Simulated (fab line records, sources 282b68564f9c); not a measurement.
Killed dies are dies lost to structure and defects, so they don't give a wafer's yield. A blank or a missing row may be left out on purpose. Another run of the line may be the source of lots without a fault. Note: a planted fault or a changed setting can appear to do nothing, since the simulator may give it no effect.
fab line records	flow rit-cmos
[record] lots = 6	wafers = 18	last-day = 7
route steps=202 shown NWELL@35 PWELL@39 WELLDRIVE@50 NRETRO@53 M1@202
lots with no fault: from the same line, run without faults
start-h: hours from the record's first day to the start of the lot's first wafer shown	wait-h: hours since the lot's step before	" unchanged from the row above	L1.1+2: one row covering several wafers at once	- no value, or no start was given	* or withheld: withheld	< > ~ a bound
route shown NAME@n: a module of which the file shows steps, and the number in the route of the first	usual: mean/standard deviation of fault-free wafers	same: alike in all rows	chamber/n: place in a boat	sites: the reading at each site	_std_site: their standard deviation	_edge_site: mean of outer sites minus mean of inner sites	radius-mm: for every site, how far away it sits from the centre of the wafer	mask NAME#n: copy n	behind: tool/chamber where the wafer was last shaped	hold: why the lot was held/for how many hours/how that ended	device: names the non-switching transistor (n, p or np)	end of line: the tests these same wafers got at the end of their route	where a step has no rows: the recipe by itself	killed: dies that structure and defects cost at the first sort, which is not the same as the wafer's yield	map: dies across one wafer; x = killed, . = not, _ = none there
set.NAME: the setting that was run; set.NAME@STEP: the one run at that earlier step	model.NAME: the simulator's own value behind a step, which no gauge read
lots at some steps of the route; a table a step, a row a wafer
services: from which hour (start-h, from the record's first day; less than 0 if before it) a tool's chamber was out of use, for how many hours, and why
[[steps]]
[step RIT_NWELL_HARDBAKE_07]
[recipe] resist = NOVOLAK	temp-c = 140	time-s = 120
[step RIT_NWELL_IMPLANT_08]
[recipe] species = P	energy-kev = 170	dose-cm2 = 5e+13	tilt-deg = 7
[step RIT_NWELL_STRIP_09]
[recipe] chemistry = O2	time-s = 180	resist = NOVOLAK	platen-temp-c = withheld	power-w = 500	pressure-mtorr = 4000	o2-flow-sccm = 4000
[usual] chamber-pressure-mTorr = 4000/3.9	drypump-motor-current-A = 5.9/0.65
lot.wafer	tool	chamber	start-h	wait-h	chamber-pressure-mTorr	drypump-motor-current-A	rf-hours-counter-h
L733.1	plasma-asher-03	1	27.57	0.1	4000	6.2	38
L733.2	"	0	"	"	3995	6.6	38
L733.6	"	0	"	"	4003	6.6	-
L740.2	plasma-asher-03	0	62.39	0.1	4000	6.6	41
L740.4	"	1	"	"	4006	6.2	-
L740.6	"	1	"	"	4003	6.2	-
L746.4	plasma-asher-01	0	91.14	0.1	3999	6.3	-
L746.5	"	1	"	"	3993	6.4	-
L746.6	"	0	"	"	3998	6.3	-
L747.2	plasma-asher-02	1	96.78	0.1	4005	5.0	45
L747.4	"	0	"	"	3997	5.3	-
L747.6	"	1	"	"	4003	5.0	-
L748.3	plasma-asher-01	0	101.90	0.1	4006	6.3	-
L748.4	"	1	"	"	3998	6.3	-
L748.6	"	1	"	"	3996	6.4	-
L753.2	plasma-asher-03	0	125.69	0.1	3993	6.6	48
L753.4	"	1	"	"	4000	6.2	-
L753.5	"	1	"	"	3997	6.2	-
[step RIT_NWELL_TW_MEAS_10]
[usual] NWELL_TW = 2153/24
lot.wafer	tool	chamber	start-h	wait-h	NWELL_TW
L733.1	film-metro-04	-	27.75	0.1	2156
L733.2	"	-	"	"	2163
L733.6	"	-	"	"	2155
L740.2	film-metro-02	-	62.58	0.1	2175
L740.4	"	-	"	"	2183
L740.6	"	-	"	"	2175
L746.4	film-metro-04	-	91.28	0.1	2161
L746.5	"	-	"	"	2164
L746.6	"	-	"	"	2173
L747.2	film-metro-04	-	96.96	0.1	2149
L747.4	"	-	"	"	2167
L747.6	"	-	"	"	2153
L748.3	film-metro-03	-	102.04	0.1	2111
L748.4	"	-	"	"	2106
L748.6	"	-	"	"	2124
L753.2	film-metro-04	-	125.87	0.1	2145
L753.4	"	-	"	"	2150
L753.5	"	-	"	"	2167
[step RIT_PWELL_HMDS_00]
[recipe] prime-time-s = 60	prime-temp-c = 140
[step RIT_PWELL_COAT_01]
[recipe] resist = NOVOLAK	spin-rpm = 2000	resist-thk-nm = 1300
[step RIT_PWELL_SOFTBAKE_02]
[recipe] resist = NOVOLAK	temp-c = 90	time-s = 60
[step RIT_PWELL_EXPOSE_03]
[recipe] mask-id = M3	na = 0.57	target-cd-nm = 43700	dose-mj = 250
[step RIT_PWELL_PEB_04]
[recipe] resist = NOVOLAK	temp-c = withheld	time-s = withheld
[step RIT_PWELL_DEVELOP_05]
[recipe] resist = NOVOLAK	develop-time-s = 68	dev-temp-c = 23
[step RIT_PWELL_OVL_MEAS_06]
[usual] PWELL_OVL = 0.7/1.8
lot.wafer	tool	chamber	start-h	wait-h	PWELL_OVL[nm]
L733.1	overlay-01	-	28.81	-	2.2
L733.2	"	-	"	"	2.7
L733.6	"	-	"	"	3.2
L740.2	overlay-01	-	63.64	-	3.6
L740.4	"	-	"	"	2.7
L740.6	"	-	"	"	2.4
L746.4	overlay-02	-	92.34	-	0.0
L746.5	"	-	"	"	2.0
L746.6	"	-	"	"	0.6
L747.2	overlay-01	-	98.25	-	-0.3
L747.4	"	-	"	"	0.0
L747.6	"	-	"	"	-1.0
L748.3	overlay-02	-	103.15	-	2.6
L748.4	"	-	"	"	1.7
L748.6	"	-	"	"	2.9
L753.2	overlay-01	-	126.81	-	3.0
L753.4	"	-	"	"	3.9
L753.5	"	-	"	"	3.4
[step RIT_PWELL_HARDBAKE_07]
[recipe] resist = NOVOLAK	temp-c = 140	time-s = 120
[step RIT_PWELL_IMPLANT_08]
[recipe] species = B	energy-kev = 170	dose-cm2 = 7e+13	tilt-deg = 7
[usual] beam-energy-keV = 170.02/0.045
[same] implant-ion-amu = 11
lot.wafer	tool	chamber	start-h	wait-h	beam-energy-keV	model.implant.rp-nm	model.implant.drp-nm
L733.1	implanter-03	0	29.10	0.2	169.98	495.5	102.9
L733.2	"	0	"	"	169.98	495.5	102.9
L733.6	"	0	"	"	170.08	495.5	102.9
L740.2	implanter-03	0	63.94	0.2	170.01	488.7	102.9
L740.4	"	0	"	"	170.02	488.7	102.9
L740.6	"	0	"	"	170.05	488.7	102.9
L746.4	implanter-03	0	92.68	0.2	221.11	596.2	111.6
L746.5	"	0	"	"	221.09	596.2	111.6
L746.6	"	0	"	"	221.12	596.2	111.6
L747.2	implanter-03	0	98.56	0.2	221.04	576.4	111.6
L747.4	"	0	"	"	220.99	576.4	111.6
L747.6	"	0	"	"	221.00	576.4	111.6
L748.3	implanter-01	0	103.48	0.2	170.02	472.5	102.9
L748.4	"	0	"	"	170.01	472.5	102.9
L748.6	"	0	"	"	170.04	472.5	102.9
L753.2	implanter-01	0	127.11	0.2	169.98	488.8	102.9
L753.4	"	0	"	"	169.94	488.8	102.9
L753.5	"	0	"	"	170.05	488.8	102.9
[step RIT_PWELL_STRIP_09]
[recipe] chemistry = O2	time-s = 180	resist = NOVOLAK	platen-temp-c = withheld	power-w = 500	pressure-mtorr = 4000	o2-flow-sccm = 4000
[usual] chamber-pressure-mTorr = 4001/3.9	drypump-motor-current-A = 5.9/0.63
lot.wafer	tool	chamber	start-h	wait-h	chamber-pressure-mTorr	drypump-motor-current-A	rf-hours-counter-h
L733.1	plasma-asher-02	0	29.25	0.1	3996	5.3	37
L733.2	"	1	"	"	4000	5.0	37
L733.6	"	0	"	"	4002	5.3	-
L740.2	plasma-asher-02	0	64.07	0.1	4003	5.3	41
L740.4	"	1	"	"	4002	5.0	-
L740.6	"	0	"	"	4002	5.3	-
L746.4	plasma-asher-03	0	92.81	0.1	4001	6.6	-
L746.5	"	1	"	"	4004	6.2	-
L746.6	"	0	"	"	3996	6.6	-
L747.2	plasma-asher-03	0	98.68	0.1	4000	6.6	45
L747.4	"	1	"	"	4001	6.2	-
L747.6	"	1	"	"	3998	6.2	-
L748.3	plasma-asher-03	0	103.64	0.1	4000	6.6	-
L748.4	"	1	"	"	4006	6.2	-
L748.6	"	0	"	"	4004	6.6	-
L753.2	plasma-asher-04	1	127.24	0.1	3993	5.7	35
L753.4	"	1	"	"	3996	5.7	-
L753.5	"	0	"	"	3997	6.6	-
[step RIT_PWELL_TW_MEAS_10]
[usual] PWELL_TW = 960/11
lot.wafer	tool	chamber	start-h	wait-h	PWELL_TW
L733.1	film-metro-04	-	29.42	0.1	956
L733.2	"	-	"	"	956
L733.6	"	-	"	"	957
L740.2	film-metro-02	-	64.25	0.1	963
L740.4	"	-	"	"	966
L740.6	"	-	"	"	969
L746.4	film-metro-02	-	92.96	0.1	982
L746.5	"	-	"	"	985
L746.6	"	-	"	"	980
L747.2	film-metro-04	-	98.87	0.1	962
L747.4	"	-	"	"	967
L747.6	"	-	"	"	967
L748.3	film-metro-03	-	103.77	0.1	941
L748.4	"	-	"	"	941
L748.6	"	-	"	"	939
L753.2	film-metro-04	-	127.42	0.1	961
L753.4	"	-	"	"	959
L753.5	"	-	"	"	961
[step RIT_WELLDRIVE_ANNEAL_00]
[recipe] temp-c = 1100	time-s = 14700	ambient = N2
[step RIT_WELLDRIVE_RS_MEAS_01]
[recipe] thk-meas-gauge = four-point-probe
[usual] NWELL_RS = 275.3/0.73
lot.wafer	tool	chamber	start-h	wait-h	NWELL_RS[ohm/sq]
L733.1	film-metro-04	-	36.25	0.0	274.7
L733.2	"	-	"	"	274.8
L733.6	"	-	"	"	274.1
L740.2	film-metro-04	-	69.43	0.0	274.2
L740.4	"	-	"	"	274.4
L740.6	"	-	"	"	274.6
L746.4	film-metro-03	-	98.13	0.1	274.7
L746.5	"	-	"	"	273.1
L746.6	"	-	"	"	274.2
L747.2	film-metro-04	-	104.02	0.0	274.9
L747.4	"	-	"	"	275.5
L747.6	"	-	"	"	275.8
L748.3	film-metro-04	-	108.94	0.0	275.7
L748.4	"	-	"	"	276.7
L748.6	"	-	"	"	276.6
L753.2	film-metro-04	-	132.58	0.0	275.5
L753.4	"	-	"	"	275.2
L753.5	"	-	"	"	275.4
[step RIT_WELLDRIVE_RS_MEAS_02]
[recipe] thk-meas-gauge = four-point-probe
[usual] PWELL_RS = 428.9/1
lot.wafer	tool	chamber	start-h	wait-h	PWELL_RS[ohm/sq]
L733.1	film-metro-04	-	36.37	0.1	428.9
L733.2	"	-	"	"	428.4
L733.6	"	-	"	"	428.0
L740.2	film-metro-04	-	69.55	0.1	428.8
L740.4	"	-	"	"	427.2
L740.6	"	-	"	"	428.4
L746.4	film-metro-03	-	98.25	0.1	416.4
L746.5	"	-	"	"	418.0
L746.6	"	-	"	"	416.2
L747.2	film-metro-04	-	104.14	0.1	418.2
L747.4	"	-	"	"	418.1
L747.6	"	-	"	"	417.3
L748.3	film-metro-04	-	109.06	0.1	427.8
L748.4	"	-	"	"	427.8
L748.6	"	-	"	"	428.7
L753.2	film-metro-04	-	132.70	0.1	427.4
L753.4	"	-	"	"	428.4
L753.5	"	-	"	"	427.0
[step RIT_NRETRO_HMDS_00]
[recipe] prime-time-s = 60	prime-temp-c = 140
[step RIT_M1_PROBE_99]
[usual] killed_at_M0_to_M3 = 0.0/0.14	killed-at-front-end = 7/3	killed-dies = 8/3	killed-open = 3.7/2	killed-short = 3.8/2.1
[same] gross-dies = 264	killed_at_M4_up = 0	killed-at-back-side = 0	killed-at-contacts = 0	killed-at-other = 0
lot.wafer	tool	chamber	start-h	wait-h	killed_at_M0_to_M3	killed-at-front-end	killed-dies	killed-open	killed-short	model.etest.nmos_0p3.r-on-ohm-um	model.etest.nmos-turned.drive-ua-um	model.etest.nmos_0p15.drive-ua-um	model.etest.pwell-pinched.rs-ohm-sq	model.etest.nmos_0p3.drive-ua-um	model.etest.nmos-narrow.drive-ua-um	model.etest.pwell.rs-ohm-sq	model.etest.field-n.vt-v
L733.1	prober-02	-	70.22	0.1	0	11	11	9	2	2127	350.9	499	462.3	240.1	235.4	411.5	35.23
L733.2	prober-02	-	70.27	0.1	0	8	8	4	4	2146	349.4	485.6	456.6	231.2	229.7	407.9	34.36
L733.6	prober-02	-	70.47	0.2	0	8	8	2	6	2166	338.6	480.6	456.2	233.6	228.9	403.1	34.73
L740.2	prober-01	-	98.55	0.1	0	7	7	3	4	2190	305	457.5	460.8	222.5	221.8	416.6	34.36
L740.4	prober-01	-	98.65	0.2	0	9	9	5	4	2201	308.5	452.7	454.2	218.6	222.1	411.3	34.39
L740.6	prober-01	-	98.75	0.2	0	8	8	3	5	2141	311.5	455.2	447.6	217.4	216.8	412.2	33.88
L746.4	prober-01	-	126.12	0.2	0	5	5	4	1	2061	362.6	503	445.1	262.3	263.2	391.7	31.75
L746.5	prober-01	-	126.17	0.2	0	5	5	4	1	2019	371.4	522.3	445	260.7	263	396.7	31.16
L746.6	prober-01	-	126.22	0.2	1	3	4	2	1	2012	372.7	514.8	438.5	255.9	260.2	399.1	31.27
L747.2	prober-02	-	133.87	0.1	0	8	8	3	5	2141	344.1	502	459.5	243.2	243.2	401.1	33.1
L747.4	prober-02	-	133.97	0.2	0	5	5	3	2	2068	356.6	513.6	452.1	250.4	249.2	403.4	32.54
L747.6	prober-02	-	134.07	0.2	0	2	2	0	2	2050	356.6	519.6	448.6	244.5	244	406.8	33.51
L748.3	prober-01	-	138.77	0.2	0	9	9	5	4	2088	327.6	458.9	445.6	223.6	228.4	412.9	34.21
L748.4	prober-01	-	138.82	0.2	0	11	11	4	7	2106	331.5	465.4	458.5	229.2	234.7	419.4	34.78
L748.6	prober-01	-	138.92	0.2	0	5	5	2	3	2096	338.9	478.1	451.7	227.8	232.9	416.7	34.49
L753.2	prober-02	-	161.03	0.1	0	4	4	2	2	2127	351.7	505	465.8	243.5	246.6	414.1	34.26
L753.4	prober-02	-	161.13	0.2	0	3	3	1	2	2135	342.5	487	461.4	238.6	241.2	413.5	33.96
L753.5	prober-02	-	161.18	0.2	0	3	3	1	2	2125	354.6	497.7	463.4	241.1	244.1	410.5	34.72
// killed by level:class
L733.1 FOX2:geometric-particle:open=4 GATE:geometric-particle:open=4 GATE:geometric-particle:short=1 REOX:geometric-particle:short=1 SILICIDE:geometric-particle:open=1
L733.2 GATE:geometric-particle:open=2 FOX1:geometric-particle:short=1 GATE:geometric-particle:short=1 REOX:geometric-particle:short=1 SPACER:geometric-particle:short=1 SPACER:geometric-particle:open=1 SILICIDE:geometric-particle:open=1
L733.6 FOX1:geometric-particle:short=2 FOX1:geometric-particle:open=1 FOX2:geometric-particle:short=1 GATE:geometric-particle:short=1 REOX:geometric-particle:open=1 SPACER:geometric-particle:short=1 SILICIDE:geometric-particle:short=1
L740.2 SPACER:geometric-particle:short=2 FOX1:geometric-particle:open=1 GATE:geometric-particle:short=1 GATE:geometric-particle:open=1 REOX:geometric-particle:short=1 SPACER:geometric-particle:open=1
L740.4 GATE:geometric-particle:open=3 REOX:geometric-particle:short=2 FOX1:geometric-particle:short=1 FOX1:geometric-particle:open=1 GATE:geometric-particle:short=1 REOX:geometric-particle:open=1
L740.6 GATE:geometric-particle:short=4 FOX1:geometric-particle:open=2 SILICIDE:geometric-particle:open=1 SILICIDE:geometric-particle:short=1
L746.4 SPACER:geometric-particle:open=2 FOX1:geometric-particle:short=1 FOX1:geometric-particle:open=1 GATE:geometric-particle:open=1
L746.5 FOX1:geometric-particle:open=3 REOX:geometric-particle:short=1 SPACER:geometric-particle:open=1
L746.6 GATE:geometric-particle:short=1 GATE:geometric-particle:open=1 SPACER:geometric-particle:open=1 M1:coat-microbubble-printed=1
L747.2 GATE:geometric-particle:short=3 GATE:geometric-particle:open=2 REOX:geometric-particle:short=2 SILICIDE:geometric-particle:open=1
L747.4 GATE:geometric-particle:short=1 GATE:geometric-particle:open=1 REOX:geometric-particle:open=1 SPACER:geometric-particle:open=1 SPACER:geometric-particle:short=1
L747.6 GATE:geometric-particle:short=1 SPACER:geometric-particle:short=1
L748.3 GATE:geometric-particle:short=2 SPACER:geometric-particle:open=2 SILICIDE:geometric-particle:open=2 FOX1:geometric-particle:short=1 GATE:geometric-particle:open=1 SILICIDE:geometric-particle:short=1
L748.4 GATE:geometric-particle:short=4 GATE:geometric-particle:open=2 REOX:geometric-particle:short=2 FOX2:geometric-particle:open=1 SILICIDE:geometric-particle:open=1 SILICIDE:geometric-particle:short=1
L748.6 FOX2:geometric-particle:short=1 FOX2:geometric-particle:open=1 GATE:geometric-particle:short=1 GATE:geometric-particle:open=1 SILICIDE:geometric-particle:short=1
L753.2 FOX1:geometric-particle:short=1 GATE:geometric-particle:short=1 GATE:geometric-particle:open=1 SPACER:geometric-particle:open=1
L753.4 FOX1:geometric-particle:short=1 REOX:geometric-particle:open=1 SILICIDE:geometric-particle:short=1
L753.5 FOX1:geometric-particle:short=1 GATE:geometric-particle:open=1 GATE:geometric-particle:short=1
[[services]]
tool	chamber	start-h	hours	kind
implanter-03	-	13.94	2.7	repair
plasma-asher-03	-	53.22	1.4	repair
implanter-01	-	84.15	3.2	repair
plasma-asher-01	-	108.75	9.0	pm
plasma-asher-01	0	108.75	9.0	vent-cycle
plasma-asher-01	1	108.75	9.0	vent-cycle
plasma-asher-03	-	116.76	2.8	pm
plasma-asher-01	0	117.75	-	clean
plasma-asher-01	1	117.75	-	clean
[[key]]
[first-sign] step = RIT_PWELL_IMPLANT_08	reading = beam-energy-keV	direction = up	sigmas = 99+	usual = 170.02	struck = 221.06
[effect] step = RIT_WELLDRIVE_RS_MEAS_02	reading = PWELL_RS	direction = down	sigmas = 11	usual = 428.9	struck = 417.4
[model-effect] step = RIT_PWELL_IMPLANT_08	value = implant.rp-nm	without = 480.9	struck = 586.3
[model-effect] step = RIT_M1_PROBE_99	value = etest.nmos_0p3.r-on-ohm-um	without = 2148	struck = 2058
met-at RIT_PWELL_IMPLANT_08
struck-wafers L746.4,L746.5,L746.6,L747.2,L747.4,L747.6
tester-left-out L746,L747
onset-between 63.94 92.68
[fault] kind = process-parameter-drift	tool = implanter-03	chamber = -	onset-h = 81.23	steps = RIT_PWELL_IMPLANT_08	channel = energy-kev	offset = 51	shape = step	end-h = 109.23	acts-in = these-recipes-only	stated = 170
// tester-left-out: of these lots the tester's yield and bins aren't shown, on N5 and GAA mostly nor the transistor test; their killed dies are dies lost to structure and defects alone, not to doping, threshold or leakage, so they don't give the yield
